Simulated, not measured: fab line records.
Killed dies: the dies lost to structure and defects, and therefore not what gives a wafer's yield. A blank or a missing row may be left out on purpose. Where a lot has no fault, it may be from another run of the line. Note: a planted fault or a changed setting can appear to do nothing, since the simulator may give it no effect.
fab line records    flow ritCmos
record lots=6  wafers=18  lastDay=7
route steps=202 shown NRETRO@60 PRETRO@64 GATE@75 M1@202
lots that met no fault: taken from a fault-free run of the same line
startH: start of the lot's first displayed wafer, in hours after the record's first day    waitH: hours since the lot's step before    " the same as in the row above    L1.1+2: one row covering several wafers at once    - no value present, or no start provided    * or withheld: withheld    < > ~ a bound
route shown NAME@n: NAME is a module with steps in the file, n the number in the route of the first one    usual: mean and standard deviation over wafers with no fault    same: alike in all rows    chamber/n: place in a boat    sites: readings site by site    _std_site: standard deviation of those values    _edge_site: mean of outer sites minus mean of inner sites    radiusMm: how far each site lies from the wafer's centre    mask NAME#n: copy n    behind: tool/chamber where the wafer was last shaped    hold: why the lot went on hold/how many hours it stayed there/how the hold came to an end    device: the n, p or np transistor that did not switch    end of line: at the end of the route, the tests of the same wafers    a step without rows: its recipe alone    killed: at the first sort, the dies lost to defects and structure; wafer yield is something else    map: a wafer's dies, marking killed ones x, the rest . and places with no die _
set.NAME: the setting that was run; set.NAME@STEP: the one run at that earlier step    model.NAME: the simulator's own value behind a step, which no gauge read
lots at selected steps of the route; one table per step, one row per wafer
services: the hour from which a tool's chamber was out of use, counted from the record's first day as startH (under 0 if before that day), plus the number of hours and why
## steps
# step RIT_NRETRO_HARDBAKE_07
# recipe resist=NOVOLAK  tempC=140  timeS=120
# step RIT_NRETRO_IMPLANT_08
# recipe species=P  energyKev=70  doseCm2=1e+13  tiltDeg=6.903
# step RIT_NRETRO_STRIP_09
# recipe chemistry=O2  timeS=180  resist=NOVOLAK  platenTempC=withheld  powerW=500  pressureMtorr=4000  o2FlowSccm=4000
# usual drypumpMotorCurrentA=5.42/0.28
lot.wafer  tool            chamber  startH  waitH  drypumpMotorCurrentA  rfHoursCounterH
L480.2     plasmaAsher-02  1        45.07   0.1    5.64                  43
L480.4     "               0        "       "      5.00                  -
L480.5     "               0        "       "      4.98                  -
L493.1     plasmaAsher-04  0        109.52  0.1    5.36                  32
L493.3     "               0        "       "      5.39                  -
L493.5     "               1        "       "      5.28                  -
L494.3     plasmaAsher-03  0        114.72  0.1    5.95                  -
L494.4     "               1        "       "      5.37                  -
L494.5     "               0        "       "      5.95                  -
L495.2     plasmaAsher-04  0        119.74  0.1    5.40                  33
L495.5     "               0        "       "      5.43                  -
L495.6     "               1        "       "      5.27                  -
L496.3     plasmaAsher-02  0        127.31  0.1    4.99                  -
L496.4     "               1        "       "      5.67                  -
L496.5     "               1        "       "      5.65                  -
L500.1     plasmaAsher-03  1        146.79  0.1    5.41                  50
L500.5     "               1        "       "      5.42                  -
L500.6     "               0        "       "      5.95                  -
# step RIT_NRETRO_TW_MEAS_10
# usual NRETRO_TW=1040/7.5
lot.wafer  tool          chamber  startH  waitH  NRETRO_TW
L480.2     filmMetro-02  -        45.25   0.1    1042
L480.4     "             -        "       "      1044
L480.5     "             -        "       "      1047
L493.1     filmMetro-02  -        109.69  0.1    1041
L493.3     "             -        "       "      1041
L493.5     "             -        "       "      1038
L494.3     filmMetro-01  -        114.85  0.1    1037
L494.4     "             -        "       "      1034
L494.5     "             -        "       "      1035
L495.2     filmMetro-03  -        119.93  0.1    1042
L495.5     "             -        "       "      1035
L495.6     "             -        "       "      1035
L496.3     filmMetro-02  -        127.44  0.1    1037
L496.4     "             -        "       "      1032
L496.5     "             -        "       "      1035
L500.1     filmMetro-03  -        146.97  0.1    1053
L500.5     "             -        "       "      1052
L500.6     "             -        "       "      1053
# step RIT_PRETRO_HMDS_00
# recipe primeTimeS=60  primeTempC=140
# step RIT_PRETRO_COAT_01
# recipe resist=NOVOLAK  spinRpm=2000  resistThkNm=1300
# step RIT_PRETRO_SOFTBAKE_02
# recipe resist=NOVOLAK  tempC=90  timeS=60
# step RIT_PRETRO_EXPOSE_03
# recipe maskId=M5  na=0.57  targetCdNm=43700  doseMj=250
# step RIT_PRETRO_PEB_04
# recipe resist=NOVOLAK  tempC=withheld  timeS=withheld
# step RIT_PRETRO_DEVELOP_05
# recipe resist=NOVOLAK  developTimeS=68  devTempC=23
# step RIT_PRETRO_OVL_MEAS_06
# usual PRETRO_OVL=0.0/1.5
lot.wafer  tool        chamber  startH  waitH  PRETRO_OVL[nm]
L480.2     overlay-01  -        46.35   -      -1.5
L480.4     "           -        "       "      0.2
L480.5     "           -        "       "      0.7
L493.1     overlay-01  -        110.63  -      0.4
L493.3     "           -        "       "      -0.2
L493.5     "           -        "       "      -0.5
L494.3     overlay-01  -        115.91  -      -0.8
L494.4     "           -        "       "      0.9
L494.5     "           -        "       "      -0.1
L495.2     overlay-01  -        120.86  -      -0.8
L495.5     "           -        "       "      0.4
L495.6     "           -        "       "      -1.8
L496.3     overlay-02  -        128.38  -      -3.4
L496.4     "           -        "       "      -2.8
L496.5     "           -        "       "      -2.6
L500.1     overlay-02  -        148.03  -      0.0
L500.5     "           -        "       "      -1.7
L500.6     "           -        "       "      0.3
# step RIT_PRETRO_HARDBAKE_07
# recipe resist=NOVOLAK  tempC=139.1  timeS=120
# step RIT_PRETRO_IMPLANT_08
# recipe species=B  energyKev=45  doseCm2=1.2e+13  tiltDeg=7
# usual doseIonsCm2=1.2003e+13/1.3e+10  faradayCurrentUA=38.1/0.72  tiltDeg=6.999/0.021
lot.wafer  tool          chamber  startH  waitH  doseIonsCm2  faradayCurrentUA  tiltDeg
L480.2     implanter-03  0        46.65   0.2    1.1981e+13   36.9              7.018
L480.4     "             0        "       "      1.1993e+13   38.0              7.007
L480.5     "             0        "       "      1.1983e+13   38.1              7.025
L493.1     implanter-02  0        110.92  0.2    1.2e+13      38.7              6.997
L493.3     "             0        "       "      1.1991e+13   38.2              6.992
L493.5     "             0        "       "      1.2016e+13   37.7              6.984
L494.3     implanter-02  0        116.23  0.2    1.6314e+13   53.0              7.010
L494.4     "             0        "       "      1.6325e+13   52.9              6.959
L494.5     "             0        "       "      1.6324e+13   51.3              6.980
L495.2     implanter-03  0        121.17  0.2    1.1996e+13   39.5              6.998
L495.5     "             0        "       "      1.1984e+13   37.5              7.010
L495.6     "             0        "       "      1.2e+13      38.5              6.998
L496.3     implanter-02  0        128.70  0.2    1.6322e+13   51.5              6.971
L496.4     "             0        "       "      1.6312e+13   51.0              6.952
L496.5     "             0        "       "      1.6306e+13   51.2              6.983
L500.1     implanter-03  0        148.32  0.2    1.1995e+13   38.2              6.976
L500.5     "             0        "       "      1.2006e+13   38.5              6.975
L500.6     "             0        "       "      1.199e+13    36.5              6.991
# step RIT_PRETRO_STRIP_09
# recipe chemistry=O2  timeS=180  resist=NOVOLAK  platenTempC=withheld  powerW=500  pressureMtorr=4000  o2FlowSccm=4000
# usual drypumpMotorCurrentA=5.33/0.18
lot.wafer  tool            chamber  startH  waitH  drypumpMotorCurrentA  rfHoursCounterH
L480.2     plasmaAsher-01  1        46.78   0.1    5.27                  41
L480.4     "               0        "       "      5.35                  -
L480.5     "               1        "       "      5.27                  -
L493.1     plasmaAsher-04  0        111.07  0.1    5.37                  32
L493.3     "               0        "       "      5.38                  -
L493.5     "               1        "       "      5.32                  -
L494.3     plasmaAsher-02  0        116.39  0.1    4.99                  -
L494.4     "               1        "       "      5.63                  -
L494.5     "               0        "       "      5.01                  -
L495.2     plasmaAsher-02  1        121.29  0.1    5.63                  50
L495.5     "               0        "       "      4.99                  -
L495.6     "               1        "       "      5.63                  -
L496.3     plasmaAsher-04  0        128.86  0.1    5.39                  -
L496.4     "               1        "       "      5.32                  -
L496.5     "               0        "       "      5.39                  -
L500.1     plasmaAsher-04  1        148.47  0.1    5.32                  36
L500.5     "               0        "       "      5.40                  -
L500.6     "               1        "       "      5.30                  -
# step RIT_PRETRO_TW_MEAS_10
# usual PRETRO_TW=472.7/2.6
lot.wafer  tool          chamber  startH  waitH  PRETRO_TW
L480.2     filmMetro-01  -        46.96   0.1    474.7
L480.4     "             -        "       "      472.1
L480.5     "             -        "       "      470.8
L493.1     filmMetro-01  -        111.24  0.1    469.0
L493.3     "             -        "       "      470.8
L493.5     "             -        "       "      469.4
L494.3     filmMetro-01  -        116.53  0.1    517.2
L494.4     "             -        "       "      516.1
L494.5     "             -        "       "      520.1
L495.2     filmMetro-03  -        121.48  0.1    471.3
L495.5     "             -        "       "      471.8
L495.6     "             -        "       "      474.0
L496.3     filmMetro-04  -        128.99  0.1    522.0
L496.4     "             -        "       "      521.4
L496.5     "             -        "       "      520.9
L500.1     filmMetro-04  -        148.64  0.1    474.3
L500.5     "             -        "       "      472.0
L500.6     "             -        "       "      475.8
# step RIT_GATE_WET_ETCH_00
# recipe chemistry=BOE  target=SiO2  targetDepthNm=56  timeS=60  dry=n2Spin  dilution=10:1  tempC=21.5
# step RIT_M1_PROBE_99
# usual killed_at_M0_to_M3=0.0/0.16  killedAtContacts=0.1/0.25  killedAtFrontEnd=7/3.1  killedDies=7/3.1  killedOpen=3.6/2  killedShort=3.5/2
# same grossDies=264  killed_at_M4_up=0  killedAtBackSide=0  killedAtOther=0
lot.wafer  tool       chamber  startH  waitH  killed_at_M0_to_M3  killedAtContacts  killedAtFrontEnd  killedDies  killedOpen  killedShort  model.etest.nmos_0p3.rOnOhmUm  model.etest.nmos_0p15.rOnOhmUm  model.etest.nmosTurned.driveUaUm  model.etest.nmos_0p15.driveUaUm  model.etest.nmos_0p3.driveUaUm  model.etest.nmosNarrow.driveUaUm  model.etest.ring.delayPs  model.etest.retroEdgeNmos.offLog10AUm
L480.2     prober-01  -        73.49   0.1    1                   0                 4                 5           1           4            2269                           1165                            293.5                             437.7                            206                             211.2                             27.91                     -10.43
L480.4     prober-01  -        73.59   0.2    0                   0                 7                 7           4           3            2284                           1177                            297                               443.3                            205.5                           209.5                             27.84                     -10.44
L480.5     prober-01  -        73.64   0.2    0                   0                 11                11          5           6            2253                           1159                            301.1                             457.5                            209.9                           214.3                             27                        -10.25
L493.1     prober-02  -        139.66  0.1    0                   0                 10                10          6           4            2281                           1204                            287.2                             426.8                            209.6                           204.2                             29.16                     -10.65
L493.3     prober-02  -        139.76  0.2    1                   0                 13                14          4           10           2273                           1190                            294.9                             428.1                            207.2                           206.5                             28.86                     -10.59
L493.5     prober-02  -        139.86  0.2    0                   0                 4                 4           0           4            2264                           1190                            297.4                             430.7                            205.3                           204.9                             28.86                     -10.66
L494.3     prober-01  -        142.82  0.2    0                   0                 9                 9           7           2            2361                           1225                            274.5                             410.8                            192.1                           188.9                             29.56                     -11.38
L494.4     prober-01  -        142.87  0.2    0                   0                 5                 5           3           2            2350                           1225                            279.9                             423.4                            196.4                           194.3                             28.73                     -11.07
L494.5     prober-01  -        142.92  0.2    0                   0                 10                10          5           5            2344                           1224                            267.1                             421.6                            194.1                           192.5                             28.65                     -10.87
L495.2     prober-02  -        149.90  0.1    0                   0                 2                 2           2           0            2114                           1116                            338.6                             483.9                            236.9                           237                               26.44                     -9.637
L495.5     prober-02  -        150.05  0.2    0                   0                 11                11          6           5            2193                           1160                            325.1                             467.2                            226.2                           228.9                             26.97                     -9.737
L495.6     prober-02  -        150.10  0.2    0                   1                 8                 9           6           3            2154                           1141                            337.9                             474.5                            231.7                           234.7                             26.82                     -9.515
L496.3     prober-01  -        157.71  0.2    0                   0                 9                 9           6           3            2300                           1205                            285.7                             429.3                            202.4                           206                               28.5                      -10.82
L496.4     prober-01  -        157.76  0.2    0                   0                 5                 5           2           3            2301                           1196                            282.9                             426.2                            202.9                           204.8                             28.66                     -11.18
L496.5     prober-01  -        157.81  0.2    0                   0                 7                 7           2           5            2342                           1248                            278.9                             418.6                            201.4                           201.7                             28.98                     -11.26
L500.1     prober-01  -        174.33  0.1    0                   0                 5                 5           3           2            2240                           1136                            309.7                             460.3                            211                             211.4                             27.18                     -9.856
L500.5     prober-01  -        174.53  0.2    0                   0                 4                 4           1           3            2273                           1170                            308                               452                              209.1                           206.2                             27.75                     -9.897
L500.6     prober-01  -        174.58  0.2    0                   1                 12                13          9           4            2256                           1164                            313.8                             461.9                            211.7                           212.8                             26.95                     -9.8
# killed by level:class
L480.2 SPACER:geometricParticle:short=2 REOX:geometricParticle:short=1 SILICIDE:geometricParticle:short=1 M1:geometricParticle:open=1
L480.4 GATE:geometricParticle:open=2 FOX1:geometricParticle:short=1 REOX:geometricParticle:short=1 SPACER:geometricParticle:open=1 SILICIDE:geometricParticle:open=1 SILICIDE:geometricParticle:short=1
L480.5 GATE:geometricParticle:open=2 REOX:geometricParticle:short=2 SPACER:geometricParticle:short=2 FOX1:geometricParticle:open=1 GATE:geometricParticle:short=1 REOX:geometricParticle:open=1 SPACER:geometricParticle:open=1 SILICIDE:geometricParticle:short=1
L493.1 GATE:geometricParticle:short=3 GATE:geometricParticle:open=2 SPACER:geometricParticle:open=2 FOX1:geometricParticle:open=1 FOX2:geometricParticle:open=1 SILICIDE:geometricParticle:short=1
L493.3 SILICIDE:geometricParticle:short=3 FOX1:geometricParticle:short=2 GATE:geometricParticle:short=2 REOX:geometricParticle:short=2 SPACER:geometricParticle:open=2 GATE:geometricParticle:open=1 REOX:geometricParticle:open=1 M1:geometricParticle:short=1
L493.5 GATE:geometricParticle:short=2 REOX:geometricParticle:short=1 SILICIDE:geometricParticle:short=1
L494.3 REOX:geometricParticle:open=3 GATE:geometricParticle:open=2 FOX1:geometricParticle:open=1 GATE:geometricParticle:short=1 SPACER:geometricParticle:short=1 SILICIDE:geometricParticle:open=1
L494.4 GATE:geometricParticle:open=2 FOX1:geometricParticle:open=1 FOX2:geometricParticle:short=1 GATE:geometricParticle:short=1
L494.5 REOX:geometricParticle:open=2 GATE:geometricParticle:short=2 REOX:geometricParticle:short=2 SPACER:geometricParticle:open=2 SILICIDE:geometricParticle:open=1 SILICIDE:geometricParticle:short=1
L495.2 GATE:geometricParticle:open=2
L495.5 GATE:geometricParticle:short=4 GATE:geometricParticle:open=3 REOX:geometricParticle:open=2 FOX1:geometricParticle:open=1 REOX:geometricParticle:short=1
L495.6 REOX:geometricParticle:open=4 GATE:geometricParticle:open=1 REOX:geometricParticle:short=1 SILICIDE:geometricParticle:open=1 SILICIDE:geometricParticle:short=1 CONTACT:geometricParticle:short=1
L496.3 GATE:geometricParticle:open=4 FOX1:geometricParticle:open=1 FOX2:geometricParticle:short=1 GATE:geometricParticle:short=1 SPACER:geometricParticle:short=1 SPACER:geometricParticle:open=1
L496.4 SPACER:geometricParticle:open=2 FOX1:geometricParticle:short=1 GATE:geometricParticle:short=1 SPACER:geometricParticle:short=1
L496.5 SPACER:geometricParticle:short=2 GATE:geometricParticle:short=2 REOX:geometricParticle:short=1 REOX:geometricParticle:open=1 SPACER:geometricParticle:open=1
L500.1 FOX1:geometricParticle:short=2 GATE:geometricParticle:open=1 SPACER:geometricParticle:open=1 SILICIDE:geometricParticle:open=1
L500.5 GATE:geometricParticle:short=3 SPACER:geometricParticle:open=1
L500.6 GATE:geometricParticle:open=6 FOX1:geometricParticle:open=1 FOX2:geometricParticle:open=1 FOX2:geometricParticle:short=1 GATE:geometricParticle:short=1 SPACER:geometricParticle:short=1 SILICIDE:geometricParticle:short=1 CONTACT:geometricParticle:open=1
## services
tool            chamber  startH  hours  kind
implanter-02    -        24.46   19.6   repair
plasmaAsher-04  -        30.46   1.8    repair
implanter-02    -        44.18   7.1    repair
plasmaAsher-04  -        59.66   0.8    repair
implanter-03    -        72.95   3.6    repair
plasmaAsher-01  -        77.77   2.8    pm
implanter-02    -        89.40   6.8    repair
implanter-02    -        94.09   1.1    repair
plasmaAsher-02  -        105.46  2.7    repair
plasmaAsher-01  -        108.75  9.0    pm
plasmaAsher-01  0        108.75  9.0    ventCycle
plasmaAsher-01  1        108.75  9.0    ventCycle
plasmaAsher-01  0        117.75  -      clean
plasmaAsher-01  1        117.75  -      clean
implanter-02    -        134.38  5.2    pm
implanter-03    -        135.18  6.8    repair
plasmaAsher-03  -        142.47  3.9    repair
plasmaAsher-02  -        143.78  2.8    repair
## key
firstSign step=RIT_PRETRO_IMPLANT_08  reading=doseIonsCm2  direction=up  sigmas=99+  usual=1.2003e+13  struck=1.6317e+13
effect step=RIT_PRETRO_IMPLANT_08  reading=faradayCurrentUA  direction=up  sigmas=19  usual=38.1  struck=51.8
effect step=RIT_PRETRO_TW_MEAS_10  reading=PRETRO_TW  direction=up  sigmas=18  usual=472.7  struck=519.6
modelEffect step=RIT_M1_PROBE_99  value=etest.nmos_0p3.rOnOhmUm  without=2172  struck=2333
metAt RIT_PRETRO_IMPLANT_08
struckWafers L494.3,L494.4,L494.5,L496.3,L496.4,L496.5
testerLeftOut L494,L496
onsetBetween 110.92 116.23
fault kind=processParameterDrift  tool=implanter-02  chamber=-  onsetH=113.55  steps=RIT_PRETRO_IMPLANT_08  channel=doseCm2  offset=4.32e+12  shape=step  endH=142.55  actsIn=theseRecipesOnly  stated=1.2e+13
# testerLeftOut: of these lots the tester's yield and bins aren't shown, on N5 and GAA mostly nor the transistor test; their killed dies are dies lost to structure and defects alone, not to doping, threshold or leakage, so they don't give the yield
